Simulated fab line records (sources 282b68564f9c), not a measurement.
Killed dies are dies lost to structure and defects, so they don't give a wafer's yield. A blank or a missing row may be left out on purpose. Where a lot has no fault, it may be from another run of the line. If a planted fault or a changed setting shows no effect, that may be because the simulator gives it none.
A single fault, viewed from 2 desks | flow ritCmos | each desk has only its own numbers; what lay behind them comes last

## AT THE TOOL OWNER'S DESK: ilineStepper-02
The tool's own readings at RIT_NSD_EXPOSE_03 (exposes mask M9, target cd 40700 nm): means of the sampled wafers that have a number, for each lot that ran on this tool. If a lot's mean is further than 4 standard deviations from the usual mean, the lot is out of limits and carries the mark OUT (the distance appears in the brackets).
Columns: A = reticleTempC at RIT_NSD_EXPOSE_03, usual 22.98 C
lot  | first seen here | A
L357 | day 2 23:28     | 23.13
L358 | day 3 08:28     | 22.99
L365 | day 4 16:02     | 23.04
L369 | day 5 11:22     | 23.01
This desk found nothing out of limits on any of the 4 lots.

## THE METROLOGY DESK
Lot by lot, what the gauges showed, no matter which tool ran the lot: averages of those sampled wafers that carry a number. If a lot's mean is further than 4 standard deviations from the usual mean, the lot is out of limits and carries the mark OUT (the distance appears in the brackets).
Columns: A = NSD_OVL at RIT_NSD_OVL_MEAS_06, usual 0.0 nm
lot  | first seen here | A
L357 | day 2 23:52     | -1.6
L358 | day 3 08:59     | -1.1
L359 | day 3 13:39     | -0.5
L360 | day 3 16:59     | 0.4
L373 | day 6 08:38     | 1.8
L374 | day 6 11:54     | -0.2
L375 | day 6 16:16     | 1.0
L377 | day 7 04:04     | 2.3
L379 | day 7 13:25     | 0.4
This desk found nothing out of limits on any of the 9 lots.

## PUT TOGETHER
The tool owner's desk saw nothing out of limits.
From the metrology desk's view, nothing was out of limits.

## WHAT WAS PUT IN BY THE SIMULATOR
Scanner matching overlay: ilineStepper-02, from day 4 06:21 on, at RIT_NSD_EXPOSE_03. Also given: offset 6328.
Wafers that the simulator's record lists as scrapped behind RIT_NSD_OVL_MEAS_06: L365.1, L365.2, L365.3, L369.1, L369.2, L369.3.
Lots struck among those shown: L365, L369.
